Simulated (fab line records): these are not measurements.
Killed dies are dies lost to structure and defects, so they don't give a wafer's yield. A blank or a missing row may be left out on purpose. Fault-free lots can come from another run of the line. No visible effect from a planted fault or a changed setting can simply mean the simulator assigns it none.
fab line records -- flow rit_cmos
record: lots: 7, wafers: 21, last_day: 7
route steps=202 shown FOX2@25 NWELL@28 PWELL@39 WELLDRIVE@50
lots that met no fault: taken from a fault-free run of the same line
start_h: hours from the record's opening day to when the first of the lot's shown wafers began -- wait_h: hours elapsed since this lot's preceding step -- " as in the row above -- L1.1+2: a single row standing in for several wafers -- - either no value or no given start -- * or withheld: withheld -- < > ~ a bound
route shown NAME@n: a module of which the file shows steps, and the number in the route of the first -- usual: mean/standard deviation taken from wafers without a fault -- same: alike in all rows -- chamber/n: place in a boat -- sites: the reading at each site -- _std_site: how widely they spread, as a standard deviation -- _edge_site: the outer-site mean with the inner-site mean subtracted -- radius_mm: how far each site lies from the wafer's centre -- mask NAME#n: copy n -- behind: the most recent tool/chamber to have shaped the wafer -- hold: why the lot went on hold/how many hours it stayed there/how the hold came to an end -- device: names the non-switching transistor (n, p or np) -- end of line: tests of these same wafers at the route's end -- where a step has no rows: the recipe by itself -- killed: not the wafer's yield, but the dies lost to structure and defects at the first sort -- map: a wafer's dies, marking killed ones x, the rest . and places with no die _
set.NAME: the setting as run; set.NAME@STEP: as run at that earlier step -- model.NAME: the simulator's own value behind a step, which no gauge read
lots seen at some steps along the route; tables by step, rows by wafer
services: from which hour (start_h, from the record's first day; less than 0 if before it) a tool's chamber was out of use, for how many hours, and why
== steps ==
step: RIT_FOX2_CLEAN_02
recipe: chemistry: dHF, dilution: 50:1, time_s: 180
step: RIT_FOX2_WET_ETCH_03
recipe: chemistry: H3PO4, target: Si3N4, target_depth_nm: 195, temp_c: 165, time_s: 2700
step: RIT_FOX2_THK_MEAS_90
recipe: reads: SiO2_of_FOX2_OXIDATION_00
usual: FIELD_OXIDE_LEFT_1_THK: 322/7.6
lot.wafer,tool,chamber,start_h,wait_h,FIELD_OXIDE_LEFT_1_THK[nm]
L377.3,film_metro-01,-,44.34,0.0,329
L377.4,film_metro-01,-,44.34,0.0,322
L377.6,film_metro-01,-,44.34,0.0,323
L379.1,film_metro-03,-,54.89,0.0,318
L379.2,film_metro-03,-,54.89,0.0,322
L379.3,film_metro-03,-,54.89,0.0,320
L380.2,film_metro-01,-,59.37,0.0,317
L380.4,film_metro-01,-,59.37,0.0,321
L380.6,film_metro-01,-,59.37,0.0,314
L381.4,film_metro-02,-,65.60,0.0,330
L381.5,film_metro-02,-,65.60,0.0,326
L381.6,film_metro-02,-,65.60,0.0,335
L384.1,film_metro-03,-,80.49,0.0,311
L384.3,film_metro-03,-,80.49,0.0,312
L384.5,film_metro-03,-,80.49,0.0,307
L394.1,film_metro-03,-,133.18,0.0,322
L394.4,film_metro-03,-,133.18,0.0,320
L394.5,film_metro-03,-,133.18,0.0,328
L395.1,film_metro-03,-,137.75,0.0,324
L395.2,film_metro-03,-,137.75,0.0,331
L395.6,film_metro-03,-,137.75,0.0,328
step: RIT_NWELL_HMDS_00
recipe: prime_time_s: 60, prime_temp_c: 140
step: RIT_NWELL_COAT_01
recipe: resist: NOVOLAK, spin_rpm: 2000, resist_thk_nm: 1300
step: RIT_NWELL_SOFTBAKE_02
recipe: resist: NOVOLAK, temp_c: 90, time_s: 60
step: RIT_NWELL_EXPOSE_03
recipe: mask_id: M2, na: 0.57, target_cd_nm: 43900, dose_mj: 250
step: RIT_NWELL_PEB_04
recipe: resist: NOVOLAK, temp_c: withheld, time_s: withheld
step: RIT_NWELL_DEVELOP_05
recipe: resist: NOVOLAK, develop_time_s: 68, dev_temp_c: 23
step: RIT_NWELL_OVL_MEAS_06
usual: NWELL_OVL: -0.5/1.2
lot.wafer,tool,chamber,start_h,wait_h,NWELL_OVL[nm]
L377.3,overlay-01,-,45.40,-,0.6
L377.4,overlay-01,-,45.40,-,-0.8
L377.6,overlay-01,-,45.40,-,1.0
L379.1,overlay-02,-,55.95,-,-0.4
L379.2,overlay-02,-,55.95,-,-1.1
L379.3,overlay-02,-,55.95,-,-0.3
L380.2,overlay-02,-,60.46,-,0.5
L380.4,overlay-02,-,60.46,-,-1.2
L380.6,overlay-02,-,60.46,-,-0.5
L381.4,overlay-02,-,66.53,-,0.5
L381.5,overlay-02,-,66.53,-,-0.1
L381.6,overlay-02,-,66.53,-,-2.0
L384.1,overlay-02,-,81.43,-,0.0
L384.3,overlay-02,-,81.43,-,-1.3
L384.5,overlay-02,-,81.43,-,-2.0
L394.1,overlay-02,-,134.12,-,-1.3
L394.4,overlay-02,-,134.12,-,-0.9
L394.5,overlay-02,-,134.12,-,-2.8
L395.1,overlay-01,-,138.82,-,-1.8
L395.2,overlay-01,-,138.82,-,1.0
L395.6,overlay-01,-,138.82,-,-0.4
step: RIT_NWELL_HARDBAKE_07
recipe: resist: NOVOLAK, temp_c: 140, time_s: 120
step: RIT_NWELL_IMPLANT_08
recipe: species: P, energy_kev: 170, dose_cm2: 5e+13, tilt_deg: 7
step: RIT_NWELL_STRIP_09
recipe: chemistry: O2, time_s: 180, resist: NOVOLAK, platen_temp_c: withheld, power_w: 500, pressure_mtorr: 4000, o2_flow_sccm: 4000
usual: chamber_pressure_mTorr: 4000/3.5, drypump_motor_current_A: 5.23/0.24, time_s: 180/0
lot.wafer,tool,chamber,start_h,wait_h,chamber_pressure_mTorr,drypump_motor_current_A,rf_hours_counter_h,time_s,model.NOVOLAK_of_NWELL_COAT_01.thk_nm
L377.3,plasma_asher-04,1,45.88,0.1,3995,4.95,-,180,0
L377.4,plasma_asher-04,0,45.88,0.1,3999,5.06,-,180,0
L377.6,plasma_asher-04,0,45.88,0.1,3992,5.04,-,180,0
L379.1,plasma_asher-01,0,56.39,0.1,-,-,-,-,1135
L379.2,plasma_asher-01,1,56.39,0.1,-,-,-,-,1138
L379.3,plasma_asher-01,0,56.39,0.1,-,-,-,-,1132
L380.2,plasma_asher-01,1,60.89,0.1,-,-,-,-,1139
L380.4,plasma_asher-01,0,60.89,0.1,-,-,-,-,1140
L380.6,plasma_asher-01,0,60.89,0.1,-,-,-,-,1135
L381.4,plasma_asher-01,0,67.12,0.1,-,-,-,-,1133
L381.5,plasma_asher-01,0,67.12,0.1,-,-,-,-,1132
L381.6,plasma_asher-01,1,67.12,0.1,-,-,-,-,1133
L384.1,plasma_asher-04,1,81.87,0.1,4001,4.92,44,180,0
L384.3,plasma_asher-04,0,81.87,0.1,3996,5.04,-,180,0
L384.5,plasma_asher-04,0,81.87,0.1,4003,5.04,-,180,0
L394.1,plasma_asher-04,0,134.56,0.1,4002,5.04,49,180,0
L394.4,plasma_asher-04,0,134.56,0.1,3999,5.03,-,180,0
L394.5,plasma_asher-04,1,134.56,0.1,3995,4.91,-,180,0
L395.1,plasma_asher-01,1,139.25,0.1,3993,5.46,2,180,0
L395.2,plasma_asher-01,0,139.25,0.1,4003,5.48,2,180,0
L395.6,plasma_asher-01,1,139.25,0.1,3998,5.41,-,180,0
step: RIT_NWELL_TW_MEAS_10
usual: NWELL_TW: 2160/18
lot.wafer,tool,chamber,start_h,wait_h,NWELL_TW
L377.3,film_metro-01,-,46.01,0.1,2170
L377.4,film_metro-01,-,46.01,0.1,2180
L377.6,film_metro-01,-,46.01,0.1,2173
L379.1,film_metro-04,-,56.56,0.1,2162
L379.2,film_metro-04,-,56.56,0.1,2165
L379.3,film_metro-04,-,56.56,0.1,2175
L380.2,film_metro-04,-,61.07,0.1,2163
L380.4,film_metro-04,-,61.07,0.1,2173
L380.6,film_metro-04,-,61.07,0.1,2157
L381.4,film_metro-03,-,67.26,0.1,2125
L381.5,film_metro-03,-,67.26,0.1,2118
L381.6,film_metro-03,-,67.26,0.1,2119
L384.1,film_metro-03,-,82.04,0.1,2157
L384.3,film_metro-03,-,82.04,0.1,2148
L384.5,film_metro-03,-,82.04,0.1,2147
L394.1,film_metro-04,-,134.73,0.1,2153
L394.4,film_metro-04,-,134.73,0.1,2157
L394.5,film_metro-04,-,134.73,0.1,2157
L395.1,film_metro-04,-,139.43,0.1,2160
L395.2,film_metro-04,-,139.43,0.1,2161
L395.6,film_metro-04,-,139.43,0.1,2152
step: RIT_PWELL_HMDS_00
recipe: prime_time_s: 60, prime_temp_c: 140
step: RIT_PWELL_COAT_01
recipe: resist: NOVOLAK, spin_rpm: 2000, resist_thk_nm: 1300
step: RIT_PWELL_SOFTBAKE_02
recipe: resist: NOVOLAK, temp_c: 90, time_s: 60
step: RIT_PWELL_EXPOSE_03
recipe: mask_id: M3, na: 0.57, target_cd_nm: 43700, dose_mj: 250
step: RIT_PWELL_PEB_04
recipe: resist: NOVOLAK, temp_c: withheld, time_s: withheld
step: RIT_PWELL_DEVELOP_05
recipe: resist: NOVOLAK, develop_time_s: 68, dev_temp_c: 23
step: RIT_PWELL_OVL_MEAS_06
usual: PWELL_OVL: 0.5/1.3
lot.wafer,tool,chamber,start_h,wait_h,PWELL_OVL[nm]
L377.3,overlay-01,-,47.09,-,-0.2
L377.4,overlay-01,-,47.09,-,-0.4
L377.6,overlay-01,-,47.09,-,-0.9
L379.1,overlay-02,-,57.63,-,2.8
L379.2,overlay-02,-,57.63,-,0.8
L379.3,overlay-02,-,57.63,-,1.0
L380.2,overlay-01,-,62.01,-,0.9
L380.4,overlay-01,-,62.01,-,3.1
L380.6,overlay-01,-,62.01,-,2.5
L381.4,overlay-01,-,68.19,-,2.9
L381.5,overlay-01,-,68.19,-,1.4
L381.6,overlay-01,-,68.19,-,1.4
L384.1,overlay-02,-,83.05,-,2.3
L384.3,overlay-02,-,83.05,-,1.9
L384.5,overlay-02,-,83.05,-,0.2
L394.1,overlay-01,-,135.80,-,0.3
L394.4,overlay-01,-,135.80,-,-0.1
L394.5,overlay-01,-,135.80,-,-0.3
L395.1,overlay-01,-,140.49,-,0.8
L395.2,overlay-01,-,140.49,-,0.5
L395.6,overlay-01,-,140.49,-,0.7
step: RIT_PWELL_HARDBAKE_07
recipe: resist: NOVOLAK, temp_c: 140, time_s: 120
step: RIT_PWELL_IMPLANT_08
recipe: species: B, energy_kev: 170, dose_cm2: 7e+13, tilt_deg: 7
step: RIT_PWELL_STRIP_09
recipe: chemistry: O2, time_s: 180, resist: NOVOLAK, platen_temp_c: withheld, power_w: 500, pressure_mtorr: 4000, o2_flow_sccm: 4000
usual: chamber_pressure_mTorr: 4000/3.7, drypump_motor_current_A: 5.6/0.33
same: time_s: 180
lot.wafer,tool,chamber,start_h,wait_h,chamber_pressure_mTorr,drypump_motor_current_A,rf_hours_counter_h
L377.3,plasma_asher-02,1,47.57,0.1,4005,5.1,-
L377.4,plasma_asher-02,0,47.57,0.1,3997,5.5,-
L377.6,plasma_asher-02,0,47.57,0.1,4004,5.5,-
L379.1,plasma_asher-02,1,58.06,0.1,3997,5.1,42
L379.2,plasma_asher-02,0,58.06,0.1,3996,5.5,42
L379.3,plasma_asher-02,0,58.06,0.1,4006,5.5,-
L380.2,plasma_asher-01,0,62.44,0.1,3998,5.5,40
L380.4,plasma_asher-01,0,62.44,0.1,3999,5.5,-
L380.6,plasma_asher-01,0,62.44,0.1,4003,5.5,-
L381.4,plasma_asher-03,1,68.67,0.1,3999,5.7,-
L381.5,plasma_asher-03,1,68.67,0.1,3996,5.7,-
L381.6,plasma_asher-03,0,68.67,0.1,4004,6.2,-
L384.1,plasma_asher-01,1,83.48,0.1,4005,5.5,43
L384.3,plasma_asher-01,1,83.48,0.1,4006,5.5,-
L384.5,plasma_asher-01,0,83.48,0.1,3999,5.5,-
L394.1,plasma_asher-03,0,136.23,0.1,3997,6.2,36
L394.4,plasma_asher-03,0,136.23,0.1,4000,6.2,-
L394.5,plasma_asher-03,0,136.23,0.1,3997,6.2,-
L395.1,plasma_asher-02,0,140.93,0.1,4001,5.5,51
L395.2,plasma_asher-02,1,140.93,0.1,3999,5.1,51
L395.6,plasma_asher-02,0,140.93,0.1,3996,5.5,-
step: RIT_PWELL_TW_MEAS_10
usual: PWELL_TW: 958/8.6
lot.wafer,tool,chamber,start_h,wait_h,PWELL_TW
L377.3,film_metro-04,-,47.71,0.1,961
L377.4,film_metro-04,-,47.71,0.1,961
L377.6,film_metro-04,-,47.71,0.1,961
L379.1,film_metro-04,-,58.24,0.1,30
L379.2,film_metro-04,-,58.24,0.1,30
L379.3,film_metro-04,-,58.24,0.1,30
L380.2,film_metro-03,-,62.62,0.1,30
L380.4,film_metro-03,-,62.62,0.1,30
L380.6,film_metro-03,-,62.62,0.1,30
L381.4,film_metro-04,-,68.81,0.1,30
L381.5,film_metro-04,-,68.81,0.1,30
L381.6,film_metro-04,-,68.81,0.1,30
L384.1,film_metro-04,-,83.66,0.1,965
L384.3,film_metro-04,-,83.66,0.1,965
L384.5,film_metro-04,-,83.66,0.1,968
L394.1,film_metro-01,-,136.41,0.1,965
L394.4,film_metro-01,-,136.41,0.1,973
L394.5,film_metro-01,-,136.41,0.1,965
L395.1,film_metro-04,-,141.10,0.1,955
L395.2,film_metro-04,-,141.10,0.1,955
L395.6,film_metro-04,-,141.10,0.1,959
step: RIT_WELLDRIVE_ANNEAL_00
recipe: temp_c: 1100, time_s: 14700, ambient: N2
== services ==
tool,chamber,start_h,hours,kind
plasma_asher-01,-,87.05,0.5,repair
plasma_asher-01,-,108.75,9.0,pm
plasma_asher-01,0,108.75,9.0,vent_cycle
plasma_asher-01,1,108.75,9.0,vent_cycle
plasma_asher-01,0,117.75,-,clean
plasma_asher-01,1,117.75,-,clean
plasma_asher-02,-,119.68,1.4,repair
== key ==
first_sign: step: RIT_NWELL_STRIP_09, reading: tool_record, direction: missing
effect: step: RIT_PWELL_TW_MEAS_10, reading: PWELL_TW, direction: down, sigmas: 99+, usual: 958, struck: 30
model_effect: step: RIT_NWELL_STRIP_09, value: NOVOLAK_of_NWELL_COAT_01.thk_nm, without: 0, struck: 1135
met_at RIT_NWELL_STRIP_09
struck_wafers L379.1,L379.2,L379.3,L380.2,L380.4,L380.6,L381.4,L381.5,L381.6
later_rows_left_out L379.1,L379.2,L379.3,L380.2,L380.4,L380.6,L381.4,L381.5,L381.6
sort_left_out L379.1,L379.2,L379.3,L380.2,L380.4,L380.6,L381.4,L381.5,L381.6
tester_left_out L379,L380,L381
fault: kind: skipped_step_whole, tool: plasma_asher-01, chamber: -, onset_h: 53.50, steps: RIT_NWELL_STRIP_09, scope: struck_lots_only
tester_left_out: of these lots the tester's yield and bins aren't shown, on N5 and GAA mostly nor the transistor test; their killed dies are dies lost to structure and defects alone, not to doping, threshold or leakage, so they don't give the yield
sort_left_out: the simulated sort isn't trusted on such a fault, so these wafers' sort isn't shown, and their yield isn't known
later_rows_left_out: the simulator's readings of these wafers behind a module that went badly wrong aren't trusted and aren't shown, but for the sort
